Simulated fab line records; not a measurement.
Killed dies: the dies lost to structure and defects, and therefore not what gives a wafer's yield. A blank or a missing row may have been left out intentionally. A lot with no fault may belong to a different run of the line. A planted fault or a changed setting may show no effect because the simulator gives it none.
fab line records | flow berkeley_cmos170 | part 1 of 2: steps 1 to 27 of 39
record: lots: 5 wafers: 15 last_day: 13
route steps=331 shown NSD@194 BACKSIDE@199 SDANNEAL@204 PSD@206 PLDD@208 NLDD@209 SILICIDE@210 CONTACT@216
lots that met no fault: taken from a fault-free run of the same line
start_h: hours from the record's opening day to when the first of the lot's shown wafers began | wait_h: hours from the lot's prior step to this one | " identical to the entry in the row above | L1.1+2: a row that stands for several wafers | - no value present, or no start provided | * or withheld: withheld | < > ~ a bound
route shown NAME@n: names a module that has steps shown in the file, with the first one's number in the route | usual: mean/standard deviation of fault-free wafers | same: alike in all rows | chamber/n: place in a boat | sites: readings site by site | _std_site: the values' standard deviation | _edge_site: outer sites' mean less inner sites' | radius_mm: how far each site lies from the wafer's centre | mask NAME#n: copy n | behind: the last tool/chamber to shape the wafer | hold: why the lot was held/for how many hours/how that ended | device: names the non-switching transistor (n, p or np) | end of line: tests of these same wafers at the route's end | for a step that has no rows: nothing shown but its recipe | killed: dies lost to structure and defects at the first sort, not the wafer's yield | map: per-die view of a wafer (x killed, . not killed, _ where there is no die)
set.NAME: the setting the step ran with; set.NAME@STEP: the setting that earlier step ran with | model.NAME: the simulator's own value behind a step, which no gauge read
lots at some steps of the route; a table a step, a row a wafer
services: the hour from which a tool's chamber was out of use, counted from the record's first day as start_h (under 0 if before that day), plus the number of hours and why
== steps ==
step: UCB170_NSD_OVL_MEAS_07
usual: NSD_OVL: 1/6.1
columns lot.wafer tool chamber start_h wait_h NSD_OVL[nm]
L083.1 overlay-02 - 181.75 0.1 8
L083.2 " - " " 9
L083.5 " - " " 4
L085.1 overlay-02 - 207.15 0.1 5
L085.2 " - " " 6
L085.4 " - " " 13
L090.2 overlay-01 - 222.13 0.1 -4
L090.5 " - " " 3
L090.6 " - " " 3
L095.2 overlay-02 - 248.44 0.1 -1
L095.3 " - " " 1
L095.4 " - " " 2
L097.2 overlay-01 - 266.28 0.1 -3
L097.4 " - " " -11
L097.5 " - " " 3
step: UCB170_NSD_IMPLANT_08
recipe: species: P dose_cm2: 3e+15 energy_kev: 40 tilt_deg: 7
usual: faraday_current_uA: 9264/180
columns lot.wafer tool chamber start_h wait_h faraday_current_uA
L083.1 implanter-02 0 181.79 0.0 9346
L083.2 " 0 " " 9217
L083.5 " 0 " " 9496
L085.1 implanter-03 0 207.19 0.0 9318
L085.2 " 0 " " 9325
L085.4 " 0 " " 9123
L090.2 implanter-03 0 222.18 0.0 9152
L090.5 " 0 " " 8922
L090.6 " 0 " " 9205
L095.2 implanter-01 0 248.50 0.0 9210
L095.3 " 0 " " 9259
L095.4 " 0 " " 9094
L097.2 implanter-01 0 266.34 0.0 9261
L097.4 " 0 " " 8870
L097.5 " 0 " " 9402
step: UCB170_NSD_STRIP_09
recipe: chemistry: O2 power_w: 400 pressure_mtorr: 3500 platen_temp_c: withheld o2_flow_sccm: 400 overash_fraction: 0.5
usual: chamber_pressure_mTorr: 3500/3.1 drypump_motor_current_A: 6.0/0.51 oes_product_au: 0.534/0.0047 strip_time_to_endpoint_s: 35.84/0.074
columns lot.wafer tool chamber start_h wait_h chamber_pressure_mTorr drypump_motor_current_A oes_product_au rf_hours_counter_h strip_time_to_endpoint_s
L083.1 plasma_asher-04 1 181.94 0.1 3497 5.5 0.535 6 36.01
L083.2 " 0 " " 3501 6.6 0.541 6 35.98
L083.5 " 1 " " 3500 5.6 0.530 - 35.87
L085.1 plasma_asher-04 0 207.34 0.1 3506 6.6 0.531 8 35.81
L085.2 " 1 " " 3501 5.5 0.533 8 35.91
L085.4 " 0 " " 3500 6.6 0.531 - 35.81
L090.2 plasma_asher-01 0 222.31 0.1 3498 4.9 0.532 53 35.81
L090.5 " 0 " " 3498 4.9 0.533 - 35.76
L090.6 " 1 " " 3503 6.6 0.527 - 35.77
L095.2 plasma_asher-04 1 248.62 0.1 3508 5.6 0.541 13 35.89
L095.3 " 0 " " 3504 6.6 0.539 - 35.88
L095.4 " 1 " " 3495 5.6 0.534 - 35.89
L097.2 plasma_asher-03 0 266.46 0.1 3494 6.2 0.534 51 35.75
L097.4 " 1 " " 3499 5.9 0.533 - 35.73
L097.5 " 1 " " 3499 5.9 0.531 - 35.78
step: UCB170_NSD_TW_MEAS_10
usual: NSD_TW: 4219/36
columns lot.wafer tool chamber start_h wait_h NSD_TW
L083.1 film_metro-01 - 182.04 0.1 4204
L083.2 " - " " 4174
L083.5 " - " " 4176
L085.1 film_metro-04 - 207.44 0.1 4261
L085.2 " - " " 4253
L085.4 " - " " 4266
L090.2 film_metro-01 - 222.42 0.1 4151
L090.5 " - " " 4146
L090.6 " - " " 4167
L095.2 film_metro-03 - 248.73 0.1 4262
L095.3 " - " " 4242
L095.4 " - " " 4239
L097.2 film_metro-03 - 266.57 0.1 4215
L097.4 " - " " 4237
L097.5 " - " " 4220
step: UCB170_NSD_CLEAN_11
recipe: chemistry: SPM temp_c: 120 time_s: 600
same: time_s: 600
columns lot.wafer tool chamber start_h wait_h
L083.1+2+5 wet_bench-02 3 182.10 0.1
L085.1+2+4 wet_bench-02 0 207.50 0.1
L090.2+5+6 wet_bench-01 3 224.42 2.0
L095.2+3+4 wet_bench-04 3 248.84 0.1
L097.2+4+5 wet_bench-02 2 267.79 1.2
step: UCB170_BACKSIDE_HMDS_00
recipe: prime_time_s: 60 prime_temp_c: 100
columns lot.wafer tool chamber start_h wait_h
L083.1+2+5 litho_track-02 0 182.27 0.0
L085.1+2+4 litho_track-04 0 207.75 0.1
L090.2+5+6 litho_track-02 0 224.64 0.0
L095.2+3+4 litho_track-02 0 249.34 0.3
L097.2+4+5 litho_track-02 0 268.24 0.3
step: UCB170_BACKSIDE_COAT_01
recipe: resist: KrF spin_rpm: 1500 resist_thk_nm: 900
columns lot.wafer tool chamber start_h wait_h
L083.1+2+5 litho_track-02 0 182.42 0.1
L085.1+2+4 litho_track-04 0 207.90 0.1
L090.2+5+6 litho_track-02 0 224.79 0.1
L095.2+3+4 litho_track-02 0 249.49 0.1
L097.2+4+5 litho_track-02 0 268.39 0.1
step: UCB170_BACKSIDE_SOFTBAKE_02
recipe: resist: KrF temp_c: 130 time_s: 60
usual: plate_temp_C: 130.01/0.13
same: time_s: 60
columns lot.wafer tool chamber start_h wait_h plate_temp_C
L083.1 litho_track-02 0 182.57 0.1 130.11
L083.2 " 0 " " 130.29
L083.5 " 0 " " 130.24
L085.1 litho_track-04 0 208.05 0.1 129.98
L085.2 " 0 " " 130.23
L085.4 " 0 " " 130.07
L090.2 litho_track-02 0 224.94 0.1 130.16
L090.5 " 0 " " 130.23
L090.6 " 0 " " 129.98
L095.2 litho_track-02 0 249.64 0.1 129.86
L095.3 " 0 " " 129.97
L095.4 " 0 " " 129.76
L097.2 litho_track-02 0 268.54 0.1 130.15
L097.4 " 0 " " 130.16
L097.5 " 0 " " 130.02
step: UCB170_BACKSIDE_STRIP_03
recipe: chemistry: O2 power_w: 400 pressure_mtorr: 3500 platen_temp_c: withheld o2_flow_sccm: 400 overash_fraction: 0.5
usual: chamber_pressure_mTorr: 3499.9/3 drypump_motor_current_A: 5.8/0.69 oes_product_au: 0.735/0.004 strip_time_to_endpoint_s: 21.97/0.061
columns lot.wafer tool chamber start_h wait_h chamber_pressure_mTorr drypump_motor_current_A oes_product_au rf_hours_counter_h strip_time_to_endpoint_s
L083.1 plasma_asher-01 1 182.72 0.1 3499.0 6.6 0.739 50 22.04
L083.2 " 0 " " 3498.8 5.0 0.736 50 21.98
L083.5 " 0 " " 3498.4 4.9 0.737 - 21.98
L085.1 plasma_asher-02 1 208.20 0.1 3498.8 5.4 0.741 46 22.03
L085.2 " 0 " " 3499.3 5.2 0.738 46 21.95
L085.4 " 1 " " 3499.8 5.4 0.735 - 21.90
L090.2 plasma_asher-04 1 225.06 0.1 3498.3 5.5 0.738 10 21.97
L090.5 " 0 " " 3498.0 6.6 0.728 - 22.01
L090.6 " 1 " " 3497.7 5.5 0.736 - 22.04
L095.2 plasma_asher-04 1 249.76 0.1 3498.6 5.5 0.735 13 21.99
L095.3 " 0 " " 3501.3 6.6 0.735 - 21.88
L095.4 " 1 " " 3493.1 5.5 0.738 - 21.92
L097.2 plasma_asher-01 0 268.66 0.1 3495.9 4.9 0.733 59 21.95
L097.4 " 0 " " 3504.2 4.9 0.728 - 21.89
L097.5 " 0 " " 3497.0 5.0 0.726 - 21.90
step: UCB170_BACKSIDE_CLEAN_04
recipe: chemistry: SPM temp_c: 120 time_s: 600
same: time_s: 600
columns lot.wafer tool chamber start_h wait_h
L083.1+2+5 wet_bench-02 3 182.82 0.1
L085.1+2+4 wet_bench-02 2 208.63 0.4
L090.2+5+6 wet_bench-04 2 225.31 0.2
L095.2+3+4 wet_bench-04 2 249.87 0.1
L097.2+4+5 wet_bench-04 0 268.79 0.1
step: UCB170_SDANNEAL_RTA_00
recipe: temp_c: 900 time_s: 10 ambient: N2
usual: lamp_power_pct: 24.51/0.07 wafer_temp_C_max: 904.1/0.87
same: time_s: 10
columns lot.wafer tool chamber start_h wait_h lamp_power_pct wafer_temp_C_max
L083.1 rtp_anneal-02 0 183.00 0.0 24.58 902.6
L083.2 " 0 " " 24.59 902.6
L083.5 " 0 " " 24.58 903.5
L085.1 rtp_anneal-01 0 208.81 0.0 24.43 905.0
L085.2 " 0 " " 24.43 902.9
L085.4 " 0 " " 24.43 905.1
L090.2 rtp_anneal-02 0 225.52 0.0 24.57 903.4
L090.5 " 0 " " 24.57 905.5
L090.6 " 0 " " 24.56 904.2
L095.2 rtp_anneal-02 0 250.06 0.0 24.59 904.3
L095.3 " 0 " " 24.58 904.5
L095.4 " 0 " " 24.54 902.6
L097.2 rtp_anneal-02 0 268.97 0.0 24.57 903.3
L097.4 " 0 " " 24.55 904.6
L097.5 " 0 " " 24.60 904.1
step: UCB170_SDANNEAL_RTA_01
recipe: temp_c: 1050 time_s: 5 ambient: N2
usual: lamp_power_pct: 37.84/0.11 wafer_temp_C_max: 1054.7/0.97
same: time_s: 5
columns lot.wafer tool chamber start_h wait_h lamp_power_pct wafer_temp_C_max
L083.1 rtp_anneal-02 0 183.06 0.1 37.89 1054.5
L083.2 " 0 " " 37.89 1055.1
L083.5 " 0 " " 37.98 1056.3
L085.1 rtp_anneal-01 0 208.87 0.1 37.74 1055.3
L085.2 " 0 " " 37.80 1055.9
L085.4 " 0 " " 37.72 1055.5
L090.2 rtp_anneal-02 0 225.58 0.1 37.88 1055.9
L090.5 " 0 " " 37.89 1054.9
L090.6 " 0 " " 37.82 1055.5
L095.2 rtp_anneal-02 0 250.13 0.1 37.93 1053.2
L095.3 " 0 " " 37.95 1053.8
L095.4 " 0 " " 37.91 1054.4
L097.2 rtp_anneal-02 0 269.04 0.1 37.92 1054.8
L097.4 " 0 " " 37.95 1054.1
L097.5 " 0 " " 37.92 1054.7
step: UCB170_SDANNEAL_RS_MEAS_02
recipe: thk_meas_gauge: four-point-probe
usual: PSD_RS: 75.5/0.39
columns lot.wafer tool chamber start_h wait_h PSD_RS[ohm/sq]
L083.1 film_metro-01 - 183.12 0.0 75.9
L083.2 " - " " 75.5
L083.5 " - " " 75.8
L085.1 film_metro-04 - 208.93 0.0 75.7
L085.2 " - " " 75.7
L085.4 " - " " 75.4
L090.2 film_metro-01 - 225.65 0.1 74.8
L090.5 " - " " 75.0
L090.6 " - " " 75.1
L095.2 film_metro-04 - 250.19 0.1 75.2
L095.3 " - " " 75.6
L095.4 " - " " 75.5
L097.2 film_metro-04 - 269.11 0.1 74.4
L097.4 " - " " 74.8
L097.5 " - " " 74.8
step: UCB170_SDANNEAL_RS_MEAS_03
recipe: thk_meas_gauge: four-point-probe
usual: NSD_RS: 37.24/0.082
columns lot.wafer tool chamber start_h wait_h NSD_RS[ohm/sq]
L083.1 film_metro-01 - 183.24 0.1 37.30
L083.2 " - " " 37.21
L083.5 " - " " 37.32
L085.1 film_metro-04 - 209.05 0.1 37.24
L085.2 " - " " 37.18
L085.4 " - " " 37.26
L090.2 film_metro-01 - 225.77 0.1 37.06
L090.5 " - " " 37.30
L090.6 " - " " 37.30
L095.2 film_metro-04 - 250.31 0.1 37.19
L095.3 " - " " 37.16
L095.4 " - " " 37.24
L097.2 film_metro-04 - 269.23 0.1 37.33
L097.4 " - " " 37.28
L097.5 " - " " 37.20
step: UCB170_SDANNEAL_RS_MEAS_04
recipe: thk_meas_gauge: four-point-probe
usual: PLDD_RS: 1030.5/2.4
columns lot.wafer tool chamber start_h wait_h PLDD_RS[ohm/sq]
L083.1 film_metro-01 - 183.36 0.1 1031.5
L083.2 " - " " 1030.9
L083.5 " - " " 1032.6
L085.1 film_metro-04 - 209.17 0.1 1031.0
L085.2 " - " " 1035.5
L085.4 " - " " 1035.5
L090.2 film_metro-01 - 225.89 0.1 1031.1
L090.5 " - " " 1030.1
L090.6 " - " " 1028.5
L095.2 film_metro-04 - 250.43 0.1 1029.5
L095.3 " - " " 1032.0
L095.4 " - " " 1033.9
L097.2 film_metro-04 - 269.35 0.1 1023.2
L097.4 " - " " 1024.6
L097.5 " - " " 1028.5
step: UCB170_SDANNEAL_RS_MEAS_05
recipe: thk_meas_gauge: four-point-probe
usual: NLDD_RS: 618.9/1.3
columns lot.wafer tool chamber start_h wait_h NLDD_RS[ohm/sq]
L083.1 film_metro-01 - 183.48 0.1 619.6
L083.2 " - " " 620.1
L083.5 " - " " 620.0
L085.1 film_metro-04 - 209.29 0.1 617.6
L085.2 " - " " 615.1
L085.4 " - " " 616.3
L090.2 film_metro-01 - 226.01 0.1 618.8
L090.5 " - " " 618.2
L090.6 " - " " 619.0
L095.2 film_metro-04 - 250.55 0.1 617.4
L095.3 " - " " 617.8
L095.4 " - " " 618.2
L097.2 film_metro-04 - 269.47 0.1 620.5
L097.4 " - " " 619.1
L097.5 " - " " 619.8
step: UCB170_SILICIDE_PRE_CLEAN_00
recipe: gas: Ar preclean_etch_time_s: 60
columns lot.wafer tool chamber start_h wait_h
L083.1+2+5 pvd_sputter-02 - 183.60 0.1
L085.1+2+4 pvd_sputter-03 - 209.41 0.1
L090.2+5+6 pvd_sputter-03 - 226.11 0.1
L095.2+3+4 pvd_sputter-02 - 250.65 0.1
L097.2+4+5 pvd_sputter-03 - 269.57 0.1
step: UCB170_SILICIDE_SPUTTER_01
recipe: material: Ti target_thk_nm: 30 time_s: 23.88 power_w: 1500 chamber_pressure_pa: 0.5
usual: throttle_valve_pct: 29.9/0.9
same: time_s: 23.88
columns lot.wafer tool chamber start_h wait_h throttle_valve_pct
L083.1 pvd_sputter-02 - 183.67 0.0 30.5
L083.2 " - " " 29.3
L083.5 " - " " 28.4
L085.1 pvd_sputter-03 - 209.48 0.0 30.0
L085.2 " - " " 30.1
L085.4 " - " " 29.8
L090.2 pvd_sputter-03 - 226.18 0.0 29.8
L090.5 " - " " 29.6
L090.6 " - " " 29.9
L095.2 pvd_sputter-02 - 250.72 0.0 28.2
L095.3 " - " " 30.5
L095.4 " - " " 32.2
L097.2 pvd_sputter-03 - 269.63 0.0 30.0
L097.4 " - " " 29.8
L097.5 " - " " 29.7
step: UCB170_SILICIDE_RS_MEAS_02
recipe: thk_meas_gauge: four-point-probe reads: Ti_of_SILICIDE_SPUTTER_01
usual: SILICIDE_TI_RS: 27.48/0.3
columns lot.wafer tool chamber start_h wait_h SILICIDE_TI_RS[ohm/sq]
L083.1 film_metro-01 - 183.70 0.0 27.48
L083.2 " - " " 27.52
L083.5 " - " " 27.13
L085.1 film_metro-02 - 209.51 0.0 27.44
L085.2 " - " " 27.22
L085.4 " - " " 27.30
L090.2 film_metro-02 - 226.41 0.2 27.73
L090.5 " - " " 27.63
L090.6 " - " " 27.48
L095.2 film_metro-02 - 250.77 0.0 27.36
L095.3 " - " " 27.50
L095.4 " - " " 27.47
L097.2 film_metro-04 - 269.68 0.0 27.32
L097.4 " - " " 27.56
L097.5 " - " " 27.22
step: UCB170_SILICIDE_THK_MEAS_03
recipe: thk_meas_gauge: xrf reads: Ti_of_SILICIDE_SPUTTER_01
usual: SILICIDE_TI_THK: 29.12/0.28
columns lot.wafer tool chamber start_h wait_h SILICIDE_TI_THK[nm]
L083.1 film_metro-01 - 183.82 0.1 28.99
L083.2 " - " " 29.02
L083.5 " - " " 29.48
L085.1 film_metro-02 - 209.63 0.1 29.09
L085.2 " - " " 29.27
L085.4 " - " " 29.28
L090.2 film_metro-02 - 226.52 0.1 28.97
L090.5 " - " " 29.25
L090.6 " - " " 29.43
L095.2 film_metro-02 - 250.88 0.1 29.07
L095.3 " - " " 29.10
L095.4 " - " " 29.18
L097.2 film_metro-04 - 269.79 0.1 29.38
L097.4 " - " " 29.05
L097.5 " - " " 29.38
step: UCB170_SILICIDE_RTA_04
recipe: temp_c: 650 time_s: 15 ambient: N2
usual: lamp_power_pct: 10.493/0.029 wafer_temp_C_max: 653.1/0.63
same: time_s: 15
columns lot.wafer tool chamber start_h wait_h lamp_power_pct wafer_temp_C_max
L083.1 rtp_anneal-02 0 183.88 0.1 10.529 651.9
L083.2 " 0 " " 10.524 653.4
L083.5 " 0 " " 10.530 652.9
L085.1 rtp_anneal-02 0 209.69 0.1 10.528 652.7
L085.2 " 0 " " 10.536 653.0
L085.4 " 0 " " 10.520 653.4
L090.2 rtp_anneal-02 0 226.58 0.1 10.531 652.2
L090.5 " 0 " " 10.529 652.7
L090.6 " 0 " " 10.546 653.1
L095.2 rtp_anneal-01 0 250.94 0.1 10.467 653.9
L095.3 " 0 " " 10.468 654.0
L095.4 " 0 " " 10.460 652.6
L097.2 rtp_anneal-01 0 269.86 0.1 10.466 653.2
L097.4 " 0 " " 10.477 652.7
L097.5 " 0 " " 10.472 653.5
step: UCB170_SILICIDE_WET_ETCH_05
recipe: chemistry: SPM time_s: 45 temp_c: 120 target: Ti
same: time_s: 45
columns lot.wafer tool chamber start_h wait_h
L083.1+2+5 wet_bench-04 1 183.95 0.1
L085.1+2+4 wet_bench-04 1 209.88 0.2
L090.2+5+6 wet_bench-03 1 226.66 0.1
L095.2+3+4 wet_bench-04 1 251.07 0.1
L097.2+4+5 wet_bench-01 2 269.92 0.1
step: UCB170_CONTACT_CLEAN_00
recipe: chemistry: SPM temp_c: 120 time_s: 600
same: time_s: 600
columns lot.wafer tool chamber start_h wait_h
L083.1+2+5 wet_bench-04 3 184.00 0.0
L085.1+2+4 wet_bench-03 2 209.93 0.0
L090.2+5+6 wet_bench-03 3 226.68 0.0
L095.2+3+4 wet_bench-04 3 251.27 0.2
L097.2+4+5 wet_bench-01 0 269.94 0.0
step: UCB170_CONTACT_CVD_01
recipe: material: PSG target_thk_nm: 700 temp_c: 450 precursor: SiH4/O2/PH3 time_s: 2820 pressure_mtorr: 300 sih4_flow_sccm: 60 o2_flow_sccm: 90 ph3_flow_sccm: 25
usual: ph3_flow_sccm: 25.00/0.085 sih4_flow_sccm: 60.04/0.17 spike_tc_source_C: 468.3/1.8 zone_power_centre_pct: 17.5/2.2
same: time_s: 2820
columns lot.wafer tool chamber start_h wait_h ph3_flow_sccm sih4_flow_sccm spike_tc_source_C zone_power_centre_pct
L083.1 lpcvd-01 1 186.05 1.7 24.88 60.09 467.9 15.0
L083.2 " 1 " " 25.04 60.21 467.7 15.2
L083.5 " 1 " " 24.89 59.86 467.8 15.4
L085.1 lpcvd-02 1 210.10 0.0 25.05 60.02 468.6 20.3
L085.2 " 1 " " 25.06 60.11 469.0 20.1
L085.4 " 1 " " 24.97 60.14 468.8 19.9
L090.2 lpcvd-02 1 227.96 1.1 24.92 59.91 467.8 20.0
L090.5 " 1 " " 24.89 60.00 467.5 19.5
L090.6 " 1 " " 24.97 59.80 469.1 19.9
L095.2 lpcvd-01 0 252.43 1.0 24.86 60.16 464.4 15.3
L095.3 " 0 " " 24.99 60.04 463.4 15.3
L095.4 " 0 " " 24.97 59.93 465.1 15.2
L097.2 lpcvd-02 1 270.13 0.0 24.98 59.67 469.8 20.2
L097.4 " 1 " " 24.93 60.14 469.0 20.6
L097.5 " 1 " " 24.98 59.64 468.9 20.3
step: UCB170_CONTACT_THK_MEAS_02
recipe: reads: PSG_of_CONTACT_CVD_01
usual: CONTACT_PSG_THK: 701/7
columns lot.wafer tool chamber start_h wait_h CONTACT_PSG_THK[nm]
L083.1 film_metro-02 - 187.83 0.0 700
L083.2 " - " " 698
L083.5 " - " " 698
L085.1 film_metro-02 - 211.89 0.0 698
L085.2 " - " " 691
L085.4 " - " " 696
L090.2 film_metro-03 - 229.75 0.0 715
L090.5 " - " " 708
L090.6 " - " " 715
L095.2 film_metro-02 - 255.11 0.0 690
L095.3 " - " " 689
L095.4 " - " " 686
L097.2 film_metro-01 - 271.92 0.0 701
L097.4 " - " " 698
L097.5 " - " " 701
step: UCB170_CONTACT_HMDS_03
recipe: prime_time_s: 60 prime_temp_c: 100
columns lot.wafer tool chamber start_h wait_h
L083.1+2+5 litho_track-03 0 187.89 0.1
L085.1+2+4 litho_track-03 0 211.95 0.1
L090.2+5+6 litho_track-01 0 229.82 0.1
L095.2+3+4 litho_track-03 0 255.19 0.1
L097.2+4+5 litho_track-04 0 272.36 0.4
step: UCB170_CONTACT_COAT_04
recipe: resist: KrF spin_rpm: 1500 resist_thk_nm: 900
columns lot.wafer tool chamber start_h wait_h
L083.1+2+5 litho_track-03 0 188.04 0.1
L085.1+2+4 litho_track-03 0 212.10 0.1
L090.2+5+6 litho_track-01 0 229.97 0.1
L095.2+3+4 litho_track-03 0 255.34 0.1
L097.2+4+5 litho_track-04 0 272.51 0.1
